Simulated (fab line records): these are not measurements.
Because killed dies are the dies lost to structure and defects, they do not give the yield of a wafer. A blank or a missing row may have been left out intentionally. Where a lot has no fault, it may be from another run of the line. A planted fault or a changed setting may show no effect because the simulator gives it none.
One fault through the eyes of 2 desks    flow berkeley-cmos170    only its own numbers are on each desk; what lay behind them is given at the end

== FOR THE TOOL OWNER'S DESK: rie-metal-04 ==
The tool's own readings at UCB170_M2_METAL_ETCH_18 (etches Al in Cl2/BCl3, stops on SiO2, target depth 1170 nm, time 195 s): means of the sampled wafers that have a number, for each lot that ran on this tool. The brackets show how far a lot's mean lies from the usual mean; more than 4 standard deviations puts the lot out of limits, marked OUT.
Columns: A = drypump-motor-current-A at UCB170_M2_METAL_ETCH_18, usual 5.5 A; B = oes-product-au at UCB170_M2_METAL_ETCH_18, usual 0.853 a.u.; C = rf-fwd-power-W at UCB170_M2_METAL_ETCH_18, usual 598.0 W; D = throttle-valve-pct at UCB170_M2_METAL_ETCH_18, usual 24.36 %
lot   first seen here  A    B      C                D
L502  day 7 10:29      5.1  0.856  597.1            24.28
L505  day 8 09:03      5.1  0.856  599.9            24.23
L508  day 8 17:11      5.2  0.842  597.2            24.22
L510  day 9 12:17      5.1  0.851  758.1 (+89) OUT  24.22
L515  day 10 05:47     5.2  0.847  678.0 (+44) OUT  24.23
This desk finds L510, L515 out of limits, L510 being first, at day 9 12:17 (rf-fwd-power-W at UCB170_M2_METAL_ETCH_18). Within limits: L502, L505, L508.

== AT THE METROLOGY DESK ==
What the gauges read, lot by lot, whatever tool the lot ran on: means of the sampled wafers that have a number. The brackets show how far a lot's mean lies from the usual mean; more than 4 standard deviations puts the lot out of limits, marked OUT.
Columns: A = WELLDRIVE_OXIDE_THK at UCB170_WELLDRIVE_THK_MEAS_02, usual 200 nm; B = cd-nm at UCB170_M2_CD_MEAS_90, usual 698.0 nm
lot   first seen here  A    B
L503  day 3 10:10      199  696.6
L502  day 3 10:11      205  697.7
L504  day 3 18:14      197  696.7
L505  day 4 02:49      200  695.1
L507  day 4 09:05      202  697.2
L506  day 4 09:05      198  696.2
L508  day 4 15:28      199  697.0
L510  day 5 08:42      200  685.7 (-4.6) OUT
L515  day 6 08:26      206  690.8
L518  day 6 20:52      199  701.9
L521  day 7 13:04      197  695.3
L522  day 7 13:05      196  699.4
L524  day 8 02:31      197  692.7
This desk finds L510 out of limits, L510 being first, at day 9 12:37 (cd-nm at UCB170_M2_CD_MEAS_90). Within limits: L503, L502, L504, L505, L507, L506, L508, L515, L518, L521, L522, L524.

== PUT TOGETHER ==
The tool owner's desk could have raised an alarm at day 9 12:17, on L510, L515.
At day 9 12:37 the metrology desk could have sounded an alarm, on L510.
The metrology desk holds a record of L515, inside its limits.
The lots listed all ran UCB170_M2_METAL_ETCH_18 on rie-metal-04.

== WHAT WAS PUT IN BY THE SIMULATOR ==
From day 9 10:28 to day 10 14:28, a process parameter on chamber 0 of rie-metal-04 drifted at UCB170_M2_METAL_ETCH_18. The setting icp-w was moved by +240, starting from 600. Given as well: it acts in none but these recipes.
Struck lots among those shown: L510, L515.
Delay (hours) between the fault's onset and each desk's first out-of-limits reading: 2 at the tool owner's desk, 2 at the metrology desk.
